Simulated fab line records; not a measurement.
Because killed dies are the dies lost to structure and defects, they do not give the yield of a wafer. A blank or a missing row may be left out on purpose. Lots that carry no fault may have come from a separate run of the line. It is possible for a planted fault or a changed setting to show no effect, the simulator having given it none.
Which tool was responsible?	flow rit_cmos	45 wafers from 15 lots sampled at 2 of the route's 202 steps

WHAT EACH GAUGE READ, for each wafer
RIT_CONTACT_CD_MEAS_90 targets a cd of 1000 nm. Usual: 999.8 nm for cd_nm, sd 2.1.
lot	measured	on	cd_nm (nm)	flag
L935	day 3 09:28	cd_sem-02	1000.8 998.6 1000.8	
L936	day 3 17:18	cd_sem-01	1000.2 999.0 998.7	
L938	day 4 02:28	cd_sem-02	1002.8 1002.7 1004.5	
L940	day 4 11:44	cd_sem-02	997.6 998.9 996.6	
L941	day 4 15:55	cd_sem-02	997.5 999.0 999.1	
L942	day 4 21:04	cd_sem-02	997.8 996.6 999.7	
L943	day 5 01:20	cd_sem-02	999.3 1000.4 1001.0	
L944	day 5 06:23	cd_sem-02	1002.9 1004.7 1002.6	
L945	day 5 09:12	cd_sem-02	999.1 999.4 996.8	
L947	day 5 18:11	cd_sem-02	1001.3 1001.3 1001.4	
L949	day 6 06:52	cd_sem-02	997.8 998.3 999.8	
L951	day 6 13:14	cd_sem-01	- - -	OFF
L952	day 6 19:20	cd_sem-02	- - -	OFF
L953	day 7 02:56	cd_sem-02	- - -	OFF
L958	day 8 06:42	cd_sem-01	1001.8 1001.1 1001.8	

WHICH TOOL RAN EACH LOT (tool, then ch and the chambers of the sampled wafers, then the start)
lot	RIT_CONTACT_ETCH_11
L935	rie_diel-02 ch 0,2,3, day 3 09:05
L936	rie_diel-02 ch 1,2,3, day 3 16:56
L938	rie_diel-04 ch 2,3, day 4 02:06
L940	rie_diel-02 ch 0,1,3, day 4 11:22
L941	rie_diel-02 ch 1,3, day 4 15:31
L942	rie_diel-03 ch 1,2, day 4 20:40
L943	rie_diel-04 ch 0,3, day 5 00:58
L944	rie_diel-04 ch 1,2,3, day 5 06:01
L945	rie_diel-03 ch 0,2,3, day 5 08:49
L947	rie_diel-04 ch 0,3, day 5 17:47
L949	rie_diel-04 ch 2,3, day 6 06:29
L951	rie_diel-03 ch 0,2, day 6 12:50
L952	rie_diel-03 ch 0,2, day 6 18:58
L953	rie_diel-03 ch 0,2, day 7 02:34
L958	rie_diel-02 ch 0,2,3, day 8 06:20
- RIT_CONTACT_ETCH_11: etches SiO2 in CHF3/CF4/Ar, stops on TiSi2, target depth 480 nm, time 320 s.

AS READ BY THE TOOLS THEMSELVES (means over the sampled wafers that have a number; for cases with no such wafer, the mark the record gives instead)
RIT_CONTACT_ETCH_11. Usual: CHF3_flow_sccm 50.01 sccm, standard deviation 0.14; O2_flow_sccm 4.999 sccm, standard deviation 0.015; drypump_motor_current_A 5.7 A, standard deviation 0.48; oes_product_au 0.989 a.u., standard deviation 0.015; throttle_valve_pct 8.80 %, standard deviation 0.1.
lot	tool	CHF3_flow_sccm (sccm)	O2_flow_sccm (sccm)	drypump_motor_current_A (A)	oes_product_au (a.u.)	throttle_valve_pct (%)	flag
L935	rie_diel-02	50.07	4.993	6.0	0.994	8.83	
L936	rie_diel-02	50.00	4.988	6.2	1.006	8.84	
L938	rie_diel-04	50.20	4.984	5.6	0.971	8.66	
L940	rie_diel-02	49.99	5.007	5.7	0.990	8.83	
L941	rie_diel-02	50.04	5.011	6.0	0.997	8.83	
L942	rie_diel-03	49.93	4.998	5.0	0.979	8.81	
L943	rie_diel-04	50.05	5.015	5.5	0.985	8.85	
L944	rie_diel-04	50.14	4.993	5.6	0.970	8.74	
L945	rie_diel-03	49.91	5.011	5.4	0.988	8.70	
L947	rie_diel-04	50.07	4.991	5.5	0.989	8.87	
L949	rie_diel-04	49.94	5.010	5.6	0.972	8.67	
L951	rie_diel-03	-	-	-	-	-	OFF
L952	rie_diel-03	-	-	-	-	-	OFF
L953	rie_diel-03	-	-	-	-	-	OFF
L958	rie_diel-02	50.08	4.999	6.0	0.998	8.83	

THE ANSWER, worked out from the rows above alone
Rule: a lot is off if the mean of its wafers that have a number lies more than 3 standard deviations from the usual mean. A lot without any number at a reading at which 4 lots or more have one is off too. The other lots that the step has rows for count as sound. First the gauges in route order, then the tools' own readings, where a lot's mean is used as printed above. The first step at which some lot is off is used, and at that step the reading that is off furthest; a lot without a number counts as furthest.
Off, at RIT_CONTACT_CD_MEAS_90 on cd_nm: L951, L952, L953. Without a number there: L951, L952, L953.
If a tool, at a process step before that reading, ran all the lots that are off and no sound lot after the first of them, it fits. Not tried: the gauges at RIT_CONTACT_CD_MEAS_90; whatever is off there is also off at RIT_CONTACT_ETCH_11, on other tools, and gauge error can't account for it. One fits: RIT_CONTACT_ETCH_11 on rie_diel-03. A fault onset in the window from L945 (day 5 08:49, its last sound lot) to L951 (day 6 12:50, its first lot off) fits.
Blank at RIT_CONTACT_ETCH_11 on the lots that are off, where sound lots have numbers: CHF3_flow_sccm, O2_flow_sccm, drypump_motor_current_A, oes_product_au, throttle_valve_pct.

WHAT THE SIMULATOR HAD INSERTED
Skipped step whole: rie_diel-03, from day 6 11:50 on, at RIT_CONTACT_ETCH_11. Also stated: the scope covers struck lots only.
Shown lots that were struck: L951, L952, L953. This agrees with what the rule above found.
